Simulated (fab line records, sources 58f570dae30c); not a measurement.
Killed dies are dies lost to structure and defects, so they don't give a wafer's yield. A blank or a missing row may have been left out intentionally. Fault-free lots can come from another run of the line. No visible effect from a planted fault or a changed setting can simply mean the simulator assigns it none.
Chamber matching -- flow berkeleyCmos170 -- cmp-02 running UCB170_V2_CMP_02: 4 sister chambers
The step polishes SiO2. 8 wafers are shown with their chamber, then 6 later ones without.

== WAFERS WITH THEIR CHAMBER ==
wafer,chamber,motorCurrentA (A)
L253.5,3,17.8
L263.2,3,17.1
L267.2,0,15.1
L267.3,2,14.6
L267.5,2,14.5
L270.2,1,14.5
L270.5,1,14.2
L270.6,0,15.2

== WAFERS WITH NO CHAMBER GIVEN ==
wafer,motorCurrentA (A)
L273.2,14.0
L273.5,15.5
L273.6,13.8
L274.1,14.8
L274.2,14.0
L274.4,15.2

== THE CHAMBER EACH PASSED THROUGH ==
wafer,from the rows above,in truth
L273.2,can't be placed: 1 or 2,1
L273.5,0,0
L273.6,can't be placed: 1 or 2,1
L274.1,can't be placed: 2 or 0 or 1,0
L274.2,can't be placed: 1 or 2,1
L274.4,0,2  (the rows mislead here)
Correct placement for 1 of the 6. Cannot be placed on the basis of these rows: 4; the candidates contain the true chamber in 4. Placed wrongly: 1.
How it was worked out, from the rows above alone: a wafer's distance from a chamber is the root of the sum, over the readings, of the square of ((its reading less the chamber's mean) divided by the reading's scatter). If the next closest chamber is less than 2 further off than the closest, the wafer can't be placed; otherwise it belongs to the closest. Each chamber's mean is taken over the wafers shown for it. The scatter: the root of (the sum of the squares of (reading less its chamber's mean) over the shown wafers, divided by (wafers less chambers)).
